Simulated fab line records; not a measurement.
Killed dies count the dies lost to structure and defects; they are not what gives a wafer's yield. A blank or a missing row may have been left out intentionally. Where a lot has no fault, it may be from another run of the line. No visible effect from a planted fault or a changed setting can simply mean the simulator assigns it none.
The tool behind it: which one?    flow rit cmos    7 lots with 21 wafers sampled at 2 steps, on a route of 202 steps

== WHAT EACH GAUGE READ, for each wafer ==
RIT_FOX2_THK_MEAS_91.
lot   measured     on             FIELD_OXIDE_LEFT_2_THK (nm)
L858  day 2 19:11  film metro-03  260 260 257
L860  day 3 05:45  film metro-01  251 255 257
L864  day 4 00:06  film metro-01  312 318 322
L866  day 4 10:08  film metro-01  302 304 304
L872  day 5 16:29  film metro-03  255 246 249
L875  day 6 07:35  film metro-04  250 253 248
L877  day 6 17:25  film metro-01  255 250 257

== WHICH TOOL RAN EACH LOT (tool, then ch and the chambers of the sampled wafers, then the start) ==
lot   RIT_GATE_WET_ETCH_00
L858  wet bench-03 ch 2, day 2 18:43
L860  wet bench-01 ch 3, day 3 05:20
L864  wet bench-03 ch 1, day 3 23:41
L866  wet bench-03 ch 3, day 4 09:44
L872  wet bench-04 ch 0, day 5 16:02
L875  wet bench-03 ch 2, day 6 07:10
L877  wet bench-03 ch 2, day 6 16:59
- RIT_GATE_WET_ETCH_00: etches SiO2 in BOE, target depth 56 nm, time 60 s.

== THE ANSWER, worked out from the rows above alone ==
Rule: the lots themselves supply what counts as usual. Put in order of their means at a reading, lots are off if they are a third of the lots or fewer, leave a main group of 4 or more, and stand apart from it by a gap of 3 or more times the standard deviation of the main group's means; of several such gaps the widest counts. Not used: any main group whose means are identical at the precision the tables above print for the reading. Also off: a lot with no number at a reading for which 4 or more lots have one. Any other lot the step has rows for is counted as sound.
Off: L864, L866, seen at RIT_FOX2_THK_MEAS_91 (FIELD_OXIDE_LEFT_2_THK). The main group has a mean of 254 nm with a standard deviation of 3.3.
A tool fits if, at a process step before that reading, it ran every lot that is off, and no sound lot after the first of them. Those tools and the gauges at RIT_FOX2_THK_MEAS_91 are tried in the same way. None of those tried fits.

== WHAT WAS PUT IN BY THE SIMULATOR ==
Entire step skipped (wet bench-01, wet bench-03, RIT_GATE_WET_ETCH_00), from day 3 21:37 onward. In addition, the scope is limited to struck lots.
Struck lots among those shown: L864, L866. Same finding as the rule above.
